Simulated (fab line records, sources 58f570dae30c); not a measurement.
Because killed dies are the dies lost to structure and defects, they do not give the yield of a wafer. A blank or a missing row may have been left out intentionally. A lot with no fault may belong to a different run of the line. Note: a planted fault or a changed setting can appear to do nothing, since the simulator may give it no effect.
fab line records / flow berkeley_cmos170
record: lots: 6 wafers: 18 last_day: 12
route steps=331 shown ZERO@11 NWELL@14
lots that met no fault: from a run of the same line without faults
start_h: the number of hours between the record's first day and the start of the first shown wafer of the lot / wait_h: how many hours have passed since the lot's step before this one / " repeats the value in the row above / L1.1+2: several wafers, shown together as one row / - no value, or no start given / * or withheld: withheld / < > ~ a bound
route shown NAME@n: names a module that has steps shown in the file, with the first one's number in the route / usual: mean/standard deviation taken from wafers without a fault / same: alike in all rows / chamber/n: place in a boat / sites: per-site readings / _std_site: their standard deviation / _edge_site: inner sites' mean taken away from outer sites' mean / radius_mm: how far each site lies from the wafer's centre / mask NAME#n: copy n / behind: the tool/chamber that last shaped the wafer / hold: why the lot went on hold/how many hours it stayed there/how the hold came to an end / device: which transistor (n, p or np) failed to switch / end of line: tests of these same wafers at the route's end / a step given without rows: its recipe and nothing more / killed: the dies lost at the first sort to structure and to defects; this is not the yield of the wafer / map: dies across one wafer; x = killed, . = not, _ = none there
set.NAME: the setting the step ran with; set.NAME@STEP: the setting that earlier step ran with / model.NAME: the simulator's own value behind a step, which no gauge read
lots at some steps of the route; a table a step, a row a wafer
services: a tool's chamber out of use, with start hour (start_h, from the record's first day; less than 0 if before it), hours out, and reason
== steps ==
step: UCB170_ZERO_DEVELOP_05
recipe: developer: TMAH develop_time_s: 45 resist: KrF dev_temp_c: 21
step: UCB170_ZERO_ETCH_06
recipe: chemistry: CHF3/CF4/Ar target: SiO2 time_s: 12 pressure_mtorr: 100 rf_w: 500 CHF3_flow_sccm: 50 cf4_flow_sccm: 10 Ar_flow_sccm: 120 over_etch_frac: 1.58
usual: drypump_motor_current_A: 5.4/0.43 oes_product_au: 0.622/0.0077 throttle_valve_pct: 9.23/0.12
same: over_etch_frac: 1.58 time_s: 12
lot.wafer=L744.1 tool=rie_diel-03 chamber=1 start_h=32.65 wait_h=- drypump_motor_current_A=5.4 oes_product_au=0.633 rf_hours_counter_h=150 throttle_valve_pct=9.05
lot.wafer=L744.4 tool=rie_diel-03 chamber=2 start_h=32.65 wait_h=- drypump_motor_current_A=6.3 oes_product_au=0.623 rf_hours_counter_h=83 throttle_valve_pct=9.01
lot.wafer=L744.6 tool=rie_diel-03 chamber=3 start_h=32.65 wait_h=- drypump_motor_current_A=5.9 oes_product_au=0.615 rf_hours_counter_h=- throttle_valve_pct=9.23
lot.wafer=L748.1 tool=rie_diel-04 chamber=3 start_h=48.39 wait_h=- drypump_motor_current_A=5.6 oes_product_au=0.612 rf_hours_counter_h=41 throttle_valve_pct=9.29
lot.wafer=L748.2 tool=rie_diel-04 chamber=2 start_h=48.39 wait_h=- drypump_motor_current_A=5.8 oes_product_au=0.623 rf_hours_counter_h=154 throttle_valve_pct=9.42
lot.wafer=L748.4 tool=rie_diel-04 chamber=3 start_h=48.39 wait_h=- drypump_motor_current_A=5.6 oes_product_au=0.619 rf_hours_counter_h=- throttle_valve_pct=9.28
lot.wafer=L756.1 tool=rie_diel-03 chamber=2 start_h=92.53 wait_h=- drypump_motor_current_A=6.3 oes_product_au=0.625 rf_hours_counter_h=86 throttle_valve_pct=9.01
lot.wafer=L756.2 tool=rie_diel-03 chamber=1 start_h=92.53 wait_h=- drypump_motor_current_A=5.4 oes_product_au=0.634 rf_hours_counter_h=151 throttle_valve_pct=9.05
lot.wafer=L756.5 tool=rie_diel-03 chamber=2 start_h=92.53 wait_h=- drypump_motor_current_A=6.3 oes_product_au=0.623 rf_hours_counter_h=- throttle_valve_pct=9.03
lot.wafer=L757.1 tool=rie_diel-02 chamber=2 start_h=97.68 wait_h=- drypump_motor_current_A=5.5 oes_product_au=0.624 rf_hours_counter_h=8 throttle_valve_pct=9.26
lot.wafer=L757.5 tool=rie_diel-02 chamber=3 start_h=97.68 wait_h=- drypump_motor_current_A=5.3 oes_product_au=0.621 rf_hours_counter_h=- throttle_valve_pct=9.26
lot.wafer=L757.6 tool=rie_diel-02 chamber=0 start_h=97.68 wait_h=- drypump_motor_current_A=4.8 oes_product_au=0.625 rf_hours_counter_h=- throttle_valve_pct=9.06
lot.wafer=L764.2 tool=rie_diel-02 chamber=3 start_h=131.34 wait_h=- drypump_motor_current_A=5.3 oes_product_au=0.630 rf_hours_counter_h=4 throttle_valve_pct=9.27
lot.wafer=L764.3 tool=rie_diel-02 chamber=1 start_h=131.34 wait_h=- drypump_motor_current_A=5.0 oes_product_au=0.621 rf_hours_counter_h=105 throttle_valve_pct=9.28
lot.wafer=L764.6 tool=rie_diel-02 chamber=1 start_h=131.34 wait_h=- drypump_motor_current_A=5.0 oes_product_au=0.630 rf_hours_counter_h=- throttle_valve_pct=9.27
lot.wafer=L765.1 tool=rie_diel-03 chamber=0 start_h=142.32 wait_h=- drypump_motor_current_A=4.9 oes_product_au=0.607 rf_hours_counter_h=18 throttle_valve_pct=9.24
lot.wafer=L765.2 tool=rie_diel-03 chamber=2 start_h=142.32 wait_h=- drypump_motor_current_A=6.3 oes_product_au=0.614 rf_hours_counter_h=89 throttle_valve_pct=9.02
lot.wafer=L765.5 tool=rie_diel-03 chamber=2 start_h=142.32 wait_h=- drypump_motor_current_A=6.3 oes_product_au=0.620 rf_hours_counter_h=- throttle_valve_pct=9.01
step: UCB170_ZERO_STRIP_07
recipe: chemistry: O2 power_w: 400 pressure_mtorr: 3500 platen_temp_c: withheld o2_flow_sccm: 400 overash_fraction: 0.5
usual: drypump_motor_current_A: 5.7/0.42 oes_product_au: 0.727/0.0049 strip_time_to_endpoint_s: 21.77/0.06
lot.wafer=L744.1 tool=plasma_asher-02 chamber=1 start_h=32.67 wait_h=0.0 drypump_motor_current_A=6.1 oes_product_au=0.728 rf_hours_counter_h=27 strip_time_to_endpoint_s=21.83
lot.wafer=L744.4 tool=plasma_asher-02 chamber=1 start_h=32.67 wait_h=0.0 drypump_motor_current_A=6.2 oes_product_au=0.719 rf_hours_counter_h=- strip_time_to_endpoint_s=21.74
lot.wafer=L744.6 tool=plasma_asher-02 chamber=1 start_h=32.67 wait_h=0.0 drypump_motor_current_A=6.1 oes_product_au=0.736 rf_hours_counter_h=- strip_time_to_endpoint_s=21.78
lot.wafer=L748.1 tool=plasma_asher-04 chamber=1 start_h=48.42 wait_h=0.0 drypump_motor_current_A=6.1 oes_product_au=0.732 rf_hours_counter_h=25 strip_time_to_endpoint_s=21.83
lot.wafer=L748.2 tool=plasma_asher-04 chamber=0 start_h=48.42 wait_h=0.0 drypump_motor_current_A=6.0 oes_product_au=0.728 rf_hours_counter_h=25 strip_time_to_endpoint_s=21.89
lot.wafer=L748.4 tool=plasma_asher-04 chamber=0 start_h=48.42 wait_h=0.0 drypump_motor_current_A=6.0 oes_product_au=0.726 rf_hours_counter_h=- strip_time_to_endpoint_s=21.89
lot.wafer=L756.1 tool=plasma_asher-02 chamber=1 start_h=92.55 wait_h=0.0 drypump_motor_current_A=6.1 oes_product_au=0.727 rf_hours_counter_h=33 strip_time_to_endpoint_s=21.84
lot.wafer=L756.2 tool=plasma_asher-02 chamber=0 start_h=92.55 wait_h=0.0 drypump_motor_current_A=5.2 oes_product_au=0.738 rf_hours_counter_h=33 strip_time_to_endpoint_s=21.83
lot.wafer=L756.5 tool=plasma_asher-02 chamber=0 start_h=92.55 wait_h=0.0 drypump_motor_current_A=5.2 oes_product_au=0.729 rf_hours_counter_h=- strip_time_to_endpoint_s=21.71
lot.wafer=L757.1 tool=plasma_asher-02 chamber=1 start_h=97.71 wait_h=0.0 drypump_motor_current_A=6.1 oes_product_au=0.722 rf_hours_counter_h=33 strip_time_to_endpoint_s=21.87
lot.wafer=L757.5 tool=plasma_asher-02 chamber=0 start_h=97.71 wait_h=0.0 drypump_motor_current_A=5.2 oes_product_au=0.734 rf_hours_counter_h=- strip_time_to_endpoint_s=21.77
lot.wafer=L757.6 tool=plasma_asher-02 chamber=1 start_h=97.71 wait_h=0.0 drypump_motor_current_A=6.2 oes_product_au=0.733 rf_hours_counter_h=- strip_time_to_endpoint_s=21.77
lot.wafer=L764.2 tool=plasma_asher-01 chamber=0 start_h=131.36 wait_h=0.0 drypump_motor_current_A=5.7 oes_product_au=0.719 rf_hours_counter_h=1 strip_time_to_endpoint_s=21.82
lot.wafer=L764.3 tool=plasma_asher-01 chamber=0 start_h=131.36 wait_h=0.0 drypump_motor_current_A=5.7 oes_product_au=0.723 rf_hours_counter_h=- strip_time_to_endpoint_s=21.77
lot.wafer=L764.6 tool=plasma_asher-01 chamber=0 start_h=131.36 wait_h=0.0 drypump_motor_current_A=5.7 oes_product_au=0.729 rf_hours_counter_h=- strip_time_to_endpoint_s=21.81
lot.wafer=L765.1 tool=plasma_asher-04 chamber=1 start_h=142.34 wait_h=0.0 drypump_motor_current_A=6.1 oes_product_au=0.727 rf_hours_counter_h=35 strip_time_to_endpoint_s=21.80
lot.wafer=L765.2 tool=plasma_asher-04 chamber=0 start_h=142.34 wait_h=0.0 drypump_motor_current_A=6.0 oes_product_au=0.720 rf_hours_counter_h=35 strip_time_to_endpoint_s=21.83
lot.wafer=L765.5 tool=plasma_asher-04 chamber=0 start_h=142.34 wait_h=0.0 drypump_motor_current_A=6.0 oes_product_au=0.728 rf_hours_counter_h=- strip_time_to_endpoint_s=21.81
step: UCB170_NWELL_WET_ETCH_00
recipe: chemistry: dHF dilution: 25:1 target: SiO2 temp_c: 25 time_s: 200
step: UCB170_NWELL_OXIDATION_01
recipe: temp_c: 1000 ambient: O2 target_thk_a: 264 ox_time_s: 1260
step: UCB170_NWELL_THK_MEAS_02
recipe: reads: SiO2_of_NWELL_OXIDATION_01
usual: NWELL_OXIDE_THK: 26.4/0.54
lot.wafer=L744.1 tool=film_metro-04 chamber=- start_h=38.83 wait_h=0.0 NWELL_OXIDE_THK[nm]=26.3
lot.wafer=L744.4 tool=film_metro-04 chamber=- start_h=38.83 wait_h=0.0 NWELL_OXIDE_THK[nm]=26.8
lot.wafer=L744.6 tool=film_metro-04 chamber=- start_h=38.83 wait_h=0.0 NWELL_OXIDE_THK[nm]=26.7
lot.wafer=L748.1 tool=film_metro-03 chamber=- start_h=58.96 wait_h=0.0 NWELL_OXIDE_THK[nm]=26.3
lot.wafer=L748.2 tool=film_metro-03 chamber=- start_h=58.96 wait_h=0.0 NWELL_OXIDE_THK[nm]=26.0
lot.wafer=L748.4 tool=film_metro-03 chamber=- start_h=58.96 wait_h=0.0 NWELL_OXIDE_THK[nm]=26.4
lot.wafer=L756.1 tool=film_metro-01 chamber=- start_h=98.63 wait_h=0.0 NWELL_OXIDE_THK[nm]=26.8
lot.wafer=L756.2 tool=film_metro-01 chamber=- start_h=98.63 wait_h=0.0 NWELL_OXIDE_THK[nm]=27.2
lot.wafer=L756.5 tool=film_metro-01 chamber=- start_h=98.63 wait_h=0.0 NWELL_OXIDE_THK[nm]=27.1
lot.wafer=L757.1 tool=film_metro-01 chamber=- start_h=104.91 wait_h=0.0 NWELL_OXIDE_THK[nm]=26.3
lot.wafer=L757.5 tool=film_metro-01 chamber=- start_h=104.91 wait_h=0.0 NWELL_OXIDE_THK[nm]=26.7
lot.wafer=L757.6 tool=film_metro-01 chamber=- start_h=104.91 wait_h=0.0 NWELL_OXIDE_THK[nm]=26.4
lot.wafer=L764.2 tool=film_metro-04 chamber=- start_h=135.44 wait_h=0.0 NWELL_OXIDE_THK[nm]=25.4
lot.wafer=L764.3 tool=film_metro-04 chamber=- start_h=135.44 wait_h=0.0 NWELL_OXIDE_THK[nm]=25.3
lot.wafer=L764.6 tool=film_metro-04 chamber=- start_h=135.44 wait_h=0.0 NWELL_OXIDE_THK[nm]=25.9
lot.wafer=L765.1 tool=film_metro-01 chamber=- start_h=148.30 wait_h=0.0 NWELL_OXIDE_THK[nm]=25.4
lot.wafer=L765.2 tool=film_metro-01 chamber=- start_h=148.30 wait_h=0.0 NWELL_OXIDE_THK[nm]=25.5
lot.wafer=L765.5 tool=film_metro-01 chamber=- start_h=148.30 wait_h=0.0 NWELL_OXIDE_THK[nm]=25.2
step: UCB170_NWELL_ANNEAL_03
recipe: temp_c: 1000 time_s: 900 ambient: N2
step: UCB170_NWELL_CVD_04
recipe: material: Si3N4 target_thk_nm: 224 temp_c: 800 precursor: SiH2Cl2/NH3 time_s: 3360 pressure_mtorr: 200 sih2cl2_flow_sccm: 25 nh3_flow_sccm: 75
step: UCB170_NWELL_THK_MEAS_05
recipe: reads: Si3N4_of_NWELL_CVD_04
usual: NWELL_NITRIDE_THK: 224.9/1.8
lot.wafer=L744.1 tool=film_metro-03 chamber=- start_h=45.08 wait_h=0.0 NWELL_NITRIDE_THK[nm]=221.8
lot.wafer=L744.4 tool=film_metro-03 chamber=- start_h=45.08 wait_h=0.0 NWELL_NITRIDE_THK[nm]=220.3
lot.wafer=L744.6 tool=film_metro-03 chamber=- start_h=45.08 wait_h=0.0 NWELL_NITRIDE_THK[nm]=223.1
lot.wafer=L748.1 tool=film_metro-04 chamber=- start_h=69.18 wait_h=0.0 NWELL_NITRIDE_THK[nm]=226.5
lot.wafer=L748.2 tool=film_metro-04 chamber=- start_h=69.18 wait_h=0.0 NWELL_NITRIDE_THK[nm]=227.8
lot.wafer=L748.4 tool=film_metro-04 chamber=- start_h=69.18 wait_h=0.0 NWELL_NITRIDE_THK[nm]=229.5
lot.wafer=L756.1 tool=film_metro-03 chamber=- start_h=108.40 wait_h=0.0 NWELL_NITRIDE_THK[nm]=223.9
lot.wafer=L756.2 tool=film_metro-03 chamber=- start_h=108.40 wait_h=0.0 NWELL_NITRIDE_THK[nm]=221.8
lot.wafer=L756.5 tool=film_metro-03 chamber=- start_h=108.40 wait_h=0.0 NWELL_NITRIDE_THK[nm]=222.3
lot.wafer=L757.1 tool=film_metro-01 chamber=- start_h=108.40 wait_h=0.0 NWELL_NITRIDE_THK[nm]=223.9
lot.wafer=L757.5 tool=film_metro-01 chamber=- start_h=108.40 wait_h=0.0 NWELL_NITRIDE_THK[nm]=223.7
lot.wafer=L757.6 tool=film_metro-01 chamber=- start_h=108.40 wait_h=0.0 NWELL_NITRIDE_THK[nm]=225.3
lot.wafer=L764.2 tool=film_metro-03 chamber=- start_h=139.08 wait_h=0.0 NWELL_NITRIDE_THK[nm]=226.3
lot.wafer=L764.3 tool=film_metro-03 chamber=- start_h=139.08 wait_h=0.0 NWELL_NITRIDE_THK[nm]=225.9
lot.wafer=L764.6 tool=film_metro-03 chamber=- start_h=139.08 wait_h=0.0 NWELL_NITRIDE_THK[nm]=225.5
lot.wafer=L765.1 tool=film_metro-03 chamber=- start_h=153.34 wait_h=0.0 NWELL_NITRIDE_THK[nm]=227.1
lot.wafer=L765.2 tool=film_metro-03 chamber=- start_h=153.34 wait_h=0.0 NWELL_NITRIDE_THK[nm]=225.7
lot.wafer=L765.5 tool=film_metro-03 chamber=- start_h=153.34 wait_h=0.0 NWELL_NITRIDE_THK[nm]=227.2
step: UCB170_NWELL_HMDS_06
recipe: prime_time_s: 60 prime_temp_c: 100
step: UCB170_NWELL_COAT_07
recipe: resist: KrF spin_rpm: 1500 resist_thk_nm: 900
step: UCB170_NWELL_SOFTBAKE_08
recipe: resist: KrF temp_c: 130 time_s: 60
step: UCB170_NWELL_EXPOSE_09
recipe: mask_id: NWELL target_cd_nm: 3000 na: 0.5 sigma_outer: 0.6 source_shape: conventional dose_mj: 25
usual: exposure_dose_mJ_cm2: 25.002/0.026 focus_offset_nm: 0.1/0.54
lot.wafer=L744.1 tool=krf_scanner-01 chamber=0 start_h=45.71 wait_h=0.1 mask=NWELL#0 exposure_dose_mJ_cm2=24.979 focus_offset_nm=0.9
lot.wafer=L744.4 tool=krf_scanner-01 chamber=0 start_h=45.71 wait_h=0.1 mask=NWELL#0 exposure_dose_mJ_cm2=25.006 focus_offset_nm=0.7
lot.wafer=L744.6 tool=krf_scanner-01 chamber=0 start_h=45.71 wait_h=0.1 mask=NWELL#0 exposure_dose_mJ_cm2=25.018 focus_offset_nm=0.6
lot.wafer=L748.1 tool=krf_scanner-02 chamber=0 start_h=69.93 wait_h=0.4 mask=NWELL#0 exposure_dose_mJ_cm2=24.992 focus_offset_nm=0.9
lot.wafer=L748.2 tool=krf_scanner-02 chamber=0 start_h=69.93 wait_h=0.4 mask=NWELL#0 exposure_dose_mJ_cm2=24.970 focus_offset_nm=1.2
lot.wafer=L748.4 tool=krf_scanner-02 chamber=0 start_h=69.93 wait_h=0.4 mask=NWELL#0 exposure_dose_mJ_cm2=24.988 focus_offset_nm=1.3
lot.wafer=L756.1 tool=krf_scanner-01 chamber=- start_h=108.91 wait_h=0.1 mask=NWELL#0 exposure_dose_mJ_cm2=- focus_offset_nm=-
lot.wafer=L756.2 tool=krf_scanner-01 chamber=- start_h=108.91 wait_h=0.1 mask=NWELL#0 exposure_dose_mJ_cm2=- focus_offset_nm=-
lot.wafer=L756.5 tool=krf_scanner-01 chamber=- start_h=108.91 wait_h=0.1 mask=NWELL#0 exposure_dose_mJ_cm2=- focus_offset_nm=-
lot.wafer=L757.1 tool=krf_scanner-02 chamber=- start_h=109.15 wait_h=0.4 mask=NWELL#0 exposure_dose_mJ_cm2=- focus_offset_nm=-
lot.wafer=L757.5 tool=krf_scanner-02 chamber=- start_h=109.15 wait_h=0.4 mask=NWELL#0 exposure_dose_mJ_cm2=- focus_offset_nm=-
lot.wafer=L757.6 tool=krf_scanner-02 chamber=- start_h=109.15 wait_h=0.4 mask=NWELL#0 exposure_dose_mJ_cm2=- focus_offset_nm=-
lot.wafer=L764.2 tool=krf_scanner-02 chamber=0 start_h=139.85 wait_h=0.4 mask=NWELL#0 exposure_dose_mJ_cm2=24.989 focus_offset_nm=-0.3
lot.wafer=L764.3 tool=krf_scanner-02 chamber=0 start_h=139.85 wait_h=0.4 mask=NWELL#0 exposure_dose_mJ_cm2=24.998 focus_offset_nm=0.3
lot.wafer=L764.6 tool=krf_scanner-02 chamber=0 start_h=139.85 wait_h=0.4 mask=NWELL#0 exposure_dose_mJ_cm2=25.034 focus_offset_nm=0.1
lot.wafer=L765.1 tool=krf_scanner-01 chamber=0 start_h=154.38 wait_h=0.3 mask=NWELL#0 exposure_dose_mJ_cm2=25.036 focus_offset_nm=0.3
lot.wafer=L765.2 tool=krf_scanner-01 chamber=0 start_h=154.38 wait_h=0.3 mask=NWELL#0 exposure_dose_mJ_cm2=24.996 focus_offset_nm=0.6
lot.wafer=L765.5 tool=krf_scanner-01 chamber=0 start_h=154.38 wait_h=0.3 mask=NWELL#0 exposure_dose_mJ_cm2=25.001 focus_offset_nm=0.2
step: UCB170_NWELL_PEB_10
recipe: peb_temp_c: 130 peb_time_s: withheld resist: KrF
== services ==
tool=rie_diel-04 chamber=1 start_h=16.68 hours=132.0 kind=repair
tool=rie_diel-04 chamber=0 start_h=18.21 hours=45.7 kind=repair
tool=rie_diel-03 chamber=1 start_h=32.70 hours=3.8 kind=repair
tool=rie_diel-02 chamber=- start_h=46.90 hours=1.6 kind=repair
tool=rie_diel-03 chamber=2 start_h=55.68 hours=8.1 kind=repair
tool=krf_scanner-01 chamber=- start_h=57.54 hours=0.8 kind=pm
tool=rie_diel-03 chamber=1 start_h=58.51 hours=9.6 kind=repair
tool=krf_scanner-02 chamber=- start_h=76.92 hours=1.0 kind=pm
tool=krf_scanner-01 chamber=- start_h=85.73 hours=0.8 kind=pm
tool=rie_diel-04 chamber=3 start_h=87.03 hours=3.8 kind=repair
tool=rie_diel-02 chamber=- start_h=92.99 hours=1.1 kind=repair
tool=rie_diel-04 chamber=2 start_h=93.12 hours=6.0 kind=repair
tool=krf_scanner-02 chamber=- start_h=101.18 hours=0.8 kind=pm
tool=plasma_asher-02 chamber=- start_h=105.68 hours=4.4 kind=repair
tool=plasma_asher-01 chamber=- start_h=108.75 hours=9.0 kind=pm
tool=plasma_asher-04 chamber=- start_h=110.90 hours=6.5 kind=repair
tool=plasma_asher-01 chamber=- start_h=117.75 hours=2.8 kind=pm
tool=plasma_asher-02 chamber=- start_h=128.14 hours=28.1 kind=pm
tool=rie_diel-03 chamber=3 start_h=132.57 hours=10.0 kind=repair
tool=plasma_asher-04 chamber=- start_h=133.46 hours=7.6 kind=repair
tool=rie_diel-03 chamber=1 start_h=151.38 hours=- kind=clean
tool=rie_diel-03 chamber=1 start_h=151.38 hours=17.6 kind=scheduled_down
tool=rie_diel-03 chamber=1 start_h=151.38 hours=17.6 kind=vent_cycle
tool=krf_scanner-02 chamber=- start_h=153.91 hours=13.2 kind=repair
== key ==
first_sign: step: UCB170_NWELL_EXPOSE_09 reading: tool_record direction: missing
effect none on later readings
met_at UCB170_NWELL_EXPOSE_09
struck_wafers L756.1,L756.2,L756.5,L757.1,L757.5,L757.6
later_rows_left_out L756.1,L756.2,L756.5,L757.1,L757.5,L757.6
sort_left_out L756.1,L756.2,L756.5,L757.1,L757.5,L757.6
tester_left_out L756,L757
onset_between 69.93 108.91
fault: kind: skipped_step_whole tool: krf_scanner-01,krf_scanner-02 chamber: - onset_h: 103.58 steps: UCB170_NWELL_EXPOSE_09 scope: struck_lots_only
tester_left_out: of these lots the tester's yield and bins aren't shown, on N5 and GAA mostly nor the transistor test; their killed dies are dies lost to structure and defects alone, not to doping, threshold or leakage, so they don't give the yield
sort_left_out: the simulated sort isn't trusted on such a fault, so these wafers' sort isn't shown, and their yield isn't known
later_rows_left_out: the simulator's readings of these wafers behind a module that went badly wrong aren't trusted and aren't shown, but for the sort
